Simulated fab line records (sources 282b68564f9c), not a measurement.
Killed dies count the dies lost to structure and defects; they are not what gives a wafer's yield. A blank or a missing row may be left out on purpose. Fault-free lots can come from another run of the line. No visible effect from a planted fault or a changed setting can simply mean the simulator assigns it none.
Which of the tools did it? :: flow ritCmos :: 39 wafers from 13 lots sampled at 3 of the route's 202 steps

== WHAT THE GAUGES SHOWED, per wafer ==
RIT_FOX2_THK_MEAS_90. Usual: for FIELD_OXIDE_LEFT_1_THK the level is 322 nm and the standard deviation is 5.9.
lot: L868
measured: day 1 21:11
on: filmMetro-01
FIELD_OXIDE_LEFT_1_THK (nm): 323 326 315
flag: 

lot: L869
measured: day 2 02:07
on: filmMetro-02
FIELD_OXIDE_LEFT_1_THK (nm): 323 333 323
flag: 

lot: L870
measured: day 2 09:39
on: filmMetro-04
FIELD_OXIDE_LEFT_1_THK (nm): 314 315 315
flag: 

lot: L871
measured: day 2 15:17
on: filmMetro-02
FIELD_OXIDE_LEFT_1_THK (nm): 324 316 320
flag: 

lot: L873
measured: day 2 23:05
on: filmMetro-04
FIELD_OXIDE_LEFT_1_THK (nm): 321 317 316
flag: 

lot: L874
measured: day 3 06:12
on: filmMetro-04
FIELD_OXIDE_LEFT_1_THK (nm): 316 316 316
flag: 

lot: L878
measured: day 3 21:34
on: filmMetro-01
FIELD_OXIDE_LEFT_1_THK (nm): 313 316 320
flag: 

lot: L884
measured: day 5 04:28
on: filmMetro-04
FIELD_OXIDE_LEFT_1_THK (nm): 293 289 291
flag: OFF

lot: L885
measured: day 5 08:18
on: filmMetro-01
FIELD_OXIDE_LEFT_1_THK (nm): 323 313 322
flag: 

lot: L886
measured: day 5 14:52
on: filmMetro-04
FIELD_OXIDE_LEFT_1_THK (nm): 317 324 318
flag: 

lot: L888
measured: day 6 00:19
on: filmMetro-04
FIELD_OXIDE_LEFT_1_THK (nm): 319 315 324
flag: 

lot: L890
measured: day 6 10:23
on: filmMetro-04
FIELD_OXIDE_LEFT_1_THK (nm): 326 325 332
flag: 

lot: L891
measured: day 6 14:11
on: filmMetro-04
FIELD_OXIDE_LEFT_1_THK (nm): 329 328 330
flag: 

RIT_FOX2_THK_MEAS_91. Usual: for FIELD_OXIDE_LEFT_2_THK the level is 253 nm and the standard deviation is 6.
lot: L868
measured: day 2 10:13
on: filmMetro-04
FIELD_OXIDE_LEFT_2_THK (nm): 256 259 248
flag: 

lot: L869
measured: day 2 16:10
on: filmMetro-04
FIELD_OXIDE_LEFT_2_THK (nm): 255 265 255
flag: 

lot: L870
measured: day 2 23:22
on: filmMetro-01
FIELD_OXIDE_LEFT_2_THK (nm): 246 248 247
flag: 

lot: L871
measured: day 3 07:20
on: filmMetro-04
FIELD_OXIDE_LEFT_2_THK (nm): 256 248 252
flag: 

lot: L873
measured: day 3 13:02
on: filmMetro-01
FIELD_OXIDE_LEFT_2_THK (nm): 251 248 247
flag: 

lot: L874
measured: day 3 18:39
on: filmMetro-02
FIELD_OXIDE_LEFT_2_THK (nm): 249 249 249
flag: 

lot: L878
measured: day 4 10:53
on: filmMetro-01
FIELD_OXIDE_LEFT_2_THK (nm): 244 247 252
flag: 

lot: L884
measured: day 5 16:41
on: filmMetro-02
FIELD_OXIDE_LEFT_2_THK (nm): 224 220 222
flag: OFF

lot: L885
measured: day 5 21:33
on: filmMetro-04
FIELD_OXIDE_LEFT_2_THK (nm): 255 245 254
flag: 

lot: L886
measured: day 6 03:22
on: filmMetro-04
FIELD_OXIDE_LEFT_2_THK (nm): 249 255 250
flag: 

lot: L888
measured: day 6 12:34
on: filmMetro-01
FIELD_OXIDE_LEFT_2_THK (nm): 252 247 256
flag: 

lot: L890
measured: day 6 22:34
on: filmMetro-01
FIELD_OXIDE_LEFT_2_THK (nm): 257 257 264
flag: 

lot: L891
measured: day 7 02:43
on: filmMetro-02
FIELD_OXIDE_LEFT_2_THK (nm): 262 260 262
flag: 

== EACH LOT AND THE TOOL THAT RAN IT (in order: tool; ch and the chambers of the sampled wafers; start) ==
lot: L868
RIT_FOX2_CLEAN_02: wetBench-02 ch 0, day 1 20:17

lot: L869
RIT_FOX2_CLEAN_02: wetBench-02 ch 2, day 2 01:17

lot: L870
RIT_FOX2_CLEAN_02: wetBench-04 ch 0, day 2 08:50

lot: L871
RIT_FOX2_CLEAN_02: wetBench-02 ch 1, day 2 14:28

lot: L873
RIT_FOX2_CLEAN_02: wetBench-04 ch 3, day 2 22:15

lot: L874
RIT_FOX2_CLEAN_02: wetBench-04 ch 1, day 3 05:23

lot: L878
RIT_FOX2_CLEAN_02: wetBench-02 ch 2, day 3 20:40

lot: L884
RIT_FOX2_CLEAN_02: wetBench-02 ch 1, day 5 03:35

lot: L885
RIT_FOX2_CLEAN_02: wetBench-04 ch 0, day 5 07:23

lot: L886
RIT_FOX2_CLEAN_02: wetBench-04 ch 0, day 5 13:17

lot: L888
RIT_FOX2_CLEAN_02: wetBench-03 ch 3, day 5 23:30

lot: L890
RIT_FOX2_CLEAN_02: wetBench-04 ch 1, day 6 09:29

lot: L891
RIT_FOX2_CLEAN_02: wetBench-04 ch 0, day 6 13:22
- RIT_FOX2_CLEAN_02: cleans in dHF, time 180 s.

== WHAT THE TOOLS THEMSELVES READ (means of the sampled wafers that have a number; where no wafer has one, the mark that the record gives instead) ==
RIT_FOX2_CLEAN_02. Usual: 208 s for runLengthS, sd 3.4.
lot: L868
tool: wetBench-02
runLengthS (s): 211
flag: 

lot: L869
tool: wetBench-02
runLengthS (s): 205
flag: 

lot: L870
tool: wetBench-04
runLengthS (s): 206
flag: 

lot: L871
tool: wetBench-02
runLengthS (s): 205
flag: 

lot: L873
tool: wetBench-04
runLengthS (s): 208
flag: 

lot: L874
tool: wetBench-04
runLengthS (s): 206
flag: 

lot: L878
tool: wetBench-02
runLengthS (s): 213
flag: 

lot: L884
tool: wetBench-02
runLengthS (s): 571
flag: OFF

lot: L885
tool: wetBench-04
runLengthS (s): 213
flag: 

lot: L886
tool: wetBench-04
runLengthS (s): 214
flag: 

lot: L888
tool: wetBench-03
runLengthS (s): 205
flag: 

lot: L890
tool: wetBench-04
runLengthS (s): 206
flag: 

lot: L891
tool: wetBench-04
runLengthS (s): 206
flag: 

== THE ANSWER, worked out from the rows above alone ==
Rule: lot off if the mean of its wafers having a number is beyond 3 standard deviations from the usual mean. Also off: a lot with no number at a reading for which 4 or more lots have one. All remaining lots with rows at the step are treated as sound. After the gauges, taken in route order, come the tools' own readings; for these a lot's mean is taken, as printed above. At the first step where some lot is off, the reading lying furthest off is the one used; lots without a number count as furthest.
Off: at RIT_FOX2_THK_MEAS_90 (FIELD_OXIDE_LEFT_1_THK), L884.
A tool fits if, at a process step before that reading, it ran every lot that is off, and no sound lot after the first of them. The gauges at RIT_FOX2_THK_MEAS_90 aren't tried: what is off there is off at RIT_FOX2_THK_MEAS_91 too, on other tools, and a gauge's error can't cause that. One fits: wetBench-02 at RIT_FOX2_CLEAN_02. Its last sound lot is L878 (day 3 20:40), its first lot that is off L884 (day 5 03:35): a fault that began between those two fits.
The tool's own readings at RIT_FOX2_CLEAN_02 bear it out: on the lots that are off they differ by more than 5 times the standard deviation of the sound lots' means. runLengthS reads 571 s there against 208 s on the sound lots.

== WHAT THE SIMULATOR HAD INSERTED ==
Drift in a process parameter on wetBench-02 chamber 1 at RIT_FOX2_CLEAN_02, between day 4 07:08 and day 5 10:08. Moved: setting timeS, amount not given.
Lots struck among those shown: L884. The rule given above showed the same thing.
